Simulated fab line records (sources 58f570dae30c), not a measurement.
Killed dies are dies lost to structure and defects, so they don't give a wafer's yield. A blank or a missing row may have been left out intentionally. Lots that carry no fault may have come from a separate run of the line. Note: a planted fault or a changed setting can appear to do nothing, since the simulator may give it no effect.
fab line records    flow berkeleyCmos170
[record] lots = 5  wafers = 15  lastDay = 11
route steps=331 shown NLDD@166 SPACER@171
lots that met no fault: taken from a fault-free run of the same line
startH: hours from the record's opening day to when the first of the lot's shown wafers began    waitH: hours elapsed since this lot's preceding step    " the same as in the row above    L1.1+2: one row covering several wafers at once    - either no value or no given start    * or withheld: withheld    < > ~ a bound
route shown NAME@n: NAME is a module with steps in the file, n the number in the route of the first one    usual: mean/standard deviation of fault-free wafers    same: alike in all rows    chamber/n: place in a boat    sites: the reading at each site    _std_site: their standard deviation    _edge_site: the outer-site mean with the inner-site mean subtracted    radiusMm: for every site, how far away it sits from the centre of the wafer    mask NAME#n: copy n    behind: the tool/chamber that last shaped the wafer    hold: reason for holding the lot/hours on hold/outcome of the hold    device: which transistor (n, p or np) failed to switch    end of line: at the end of the route, the tests of the same wafers    for a step that has no rows: nothing shown but its recipe    killed: dies lost to structure and defects at the first sort, not the wafer's yield    map: shows each die of a wafer: x if killed, . if not, _ if none is there
set.NAME: the setting that was run; set.NAME@STEP: the one run at that earlier step    model.NAME: the simulator's own value behind a step, which no gauge read
a table for each step, a row for each wafer; lots at some steps of the route
services: the hour from which a tool's chamber was out of use, counted from the record's first day as startH (under 0 if before that day), plus the number of hours and why
[[steps]]
[step UCB170_NLDD_IMPLANT_08]
[recipe] species = As  doseCm2 = 5e+13  energyKev = 30  tiltDeg = 7  rotationDeg = 0
lot.wafer   tool          chamber  startH  waitH
L079.3+4+5  implanter-04  0        175.72  0.1
L083.1+4+5  implanter-04  0        190.83  0.0
L082.1+3+5  implanter-03  0        191.55  0.0
L084.1+2+3  implanter-03  0        211.71  0.0
L085.1+3+6  implanter-01  0        212.09  0.0
[step UCB170_NLDD_IMPLANT_09]
[recipe] species = As  doseCm2 = 5e+13  energyKev = 30  tiltDeg = 7  rotationDeg = 180
lot.wafer   tool          chamber  startH  waitH
L079.3+4+5  implanter-04  0        175.87  0.1
L083.1+4+5  implanter-04  0        190.98  0.1
L082.1+3+5  implanter-03  0        191.70  0.1
L084.1+2+3  implanter-03  0        211.86  0.1
L085.1+3+6  implanter-01  0        212.24  0.1
[step UCB170_NLDD_STRIP_10]
[recipe] chemistry = O2  powerW = 400  pressureMtorr = 3500  platenTempC = withheld  o2FlowSccm = 400  overashFraction = 0.5
[usual] drypumpMotorCurrentA = 5.7/0.64  oesProductAu = 0.735/0.0044  stripTimeToEndpointS = 21.62/0.058
lot.wafer  tool            chamber  startH  waitH  drypumpMotorCurrentA  oesProductAu  rfHoursCounterH  stripTimeToEndpointS
L079.3     plasmaAsher-02  0        176.01  0.1    6.4                   0.736         -                21.56
L079.4     "               1        "       "      4.8                   0.732         -                21.57
L079.5     "               0        "       "      6.4                   0.739         -                21.68
L083.1     plasmaAsher-02  0        191.13  0.1    6.5                   0.731         45               21.72
L083.4     "               0        "       "      6.4                   0.735         -                21.68
L083.5     "               1        "       "      4.8                   0.736         -                21.71
L082.1     plasmaAsher-01  1        191.85  0.1    5.5                   0.739         7                21.64
L082.3     "               1        "       "      5.5                   0.734         -                21.66
L082.5     "               0        "       "      6.7                   0.740         -                21.61
L084.1     plasmaAsher-04  0        212.01  0.1    5.5                   0.736         44               21.60
L084.2     "               1        "       "      5.5                   0.738         44               21.59
L084.3     "               0        "       "      5.5                   0.738         -                21.54
L085.1     plasmaAsher-01  1        212.39  0.1    5.5                   0.736         10               21.54
L085.3     "               1        "       "      5.5                   0.725         -                21.57
L085.6     "               1        "       "      5.5                   0.739         -                21.63
[step UCB170_NLDD_TW_MEAS_11]
[usual] NLDD_TW = 2212/13
lot.wafer  tool          chamber  startH  waitH  NLDD_TW
L079.3     filmMetro-03  -        176.09  0.1    2205
L079.4     "             -        "       "      2226
L079.5     "             -        "       "      2214
L083.1     filmMetro-02  -        191.23  0.1    2221
L083.4     "             -        "       "      2214
L083.5     "             -        "       "      2223
L082.1     filmMetro-02  -        191.95  0.1    2225
L082.3     "             -        "       "      2228
L082.5     "             -        "       "      2201
L084.1     filmMetro-02  -        212.11  0.1    2215
L084.2     "             -        "       "      2212
L084.3     "             -        "       "      2219
L085.1     filmMetro-02  -        212.49  0.1    2214
L085.3     "             -        "       "      2209
L085.6     "             -        "       "      2211
[step UCB170_NLDD_CLEAN_12]
[recipe] chemistry = SPM  tempC = 120  timeS = 600
lot.wafer   tool         chamber  startH  waitH
L079.3+4+5  wetBench-03  3        176.13  0.0
L083.1+4+5  wetBench-04  0        191.40  0.2
L082.1+3+5  wetBench-04  3        192.01  0.1
L084.1+2+3  wetBench-03  1        212.17  0.1
L085.1+3+6  wetBench-03  1        212.55  0.1
[step UCB170_SPACER_CVD_00]
[recipe] material = SiO2  targetThkNm = 376  tempC = 390  precursor = TEOS/O2  timeS = 47  rfW = 550  pressureMtorr = 9000
[usual] heaterPowerW = 255/59  rfFwdPowerW = 543.6/2.5
lot.wafer  tool      chamber  startH  waitH  heaterPowerW  rfFwdPowerW
L079.3     pecvd-04  1        176.31  0.0    260           548.1
L079.4     "         1        "       "      268           547.9
L079.5     "         2        "       "      359           543.3
L083.1     pecvd-03  0        191.59  0.0    211           541.9
L083.4     "         0        "       "      235           542.0
L083.5     "         2        "       "      272           544.5
L082.1     pecvd-01  0        192.20  0.0    187           538.2
L082.3     "         2        "       "      278           542.4
L082.5     "         2        "       "      284           543.3
L084.1     pecvd-04  0        212.36  0.0    238           544.3
L084.2     "         1        "       "      221           541.7
L084.3     "         2        "       "      363           547.7
L085.1     pecvd-03  1        212.74  0.0    341           543.6
L085.3     "         2        "       "      300           542.7
L085.6     "         1        "       "      356           545.9
[step UCB170_SPACER_THK_MEAS_01]
[recipe] reads = SiO2_of_SPACER_CVD_00
[usual] SPACER_TEOS_THK = 377/5.1
lot.wafer  tool          chamber  startH  waitH  SPACER_TEOS_THK[nm]
L079.3     filmMetro-04  -        176.37  0.0    371
L079.4     "             -        "       "      370
L079.5     "             -        "       "      383
L083.1     filmMetro-04  -        191.64  0.0    373
L083.4     "             -        "       "      384
L083.5     "             -        "       "      382
L082.1     filmMetro-03  -        192.24  0.0    379
L082.3     "             -        "       "      376
L082.5     "             -        "       "      384
L084.1     filmMetro-03  -        212.41  0.0    371
L084.2     "             -        "       "      364
L084.3     "             -        "       "      367
L085.1     filmMetro-04  -        212.78  0.0    379
L085.3     "             -        "       "      380
L085.6     "             -        "       "      387
[step UCB170_SPACER_ANNEAL_02]
[recipe] tempC = 900  timeS = 1800  ambient = N2
lot.wafer   tool        chamber  startH  waitH
L079.3+4+5  furnace-04  0        178.38  2.0
L082.1+3+5  furnace-04  0        195.33  3.1
L083.1+4+5  furnace-04  0        195.33  3.7
L084.1+2+3  furnace-03  0        216.04  3.6
L085.1+3+6  furnace-03  0        216.04  3.2
[[services]]
tool            chamber  startH  hours  kind
pecvd-01        -        161.36  5.1    repair
plasmaAsher-01  -        168.37  2.7    repair
implanter-01    -        168.48  1.2    repair
implanter-03    -        170.25  2.5    pm
pecvd-01        -        179.54  2.3    repair
pecvd-04        -        185.95  2.8    pm
pecvd-01        -        193.41  14.6   pm
implanter-04    -        193.70  7.7    repair
plasmaAsher-04  -        194.13  2.8    pm
furnace-03      -        208.36  3.4    pm
implanter-01    -        209.51  1.6    repair
pecvd-03        2        214.35  13.4   repair
implanter-01    -        215.28  2.4    repair
[[key]]
fault none
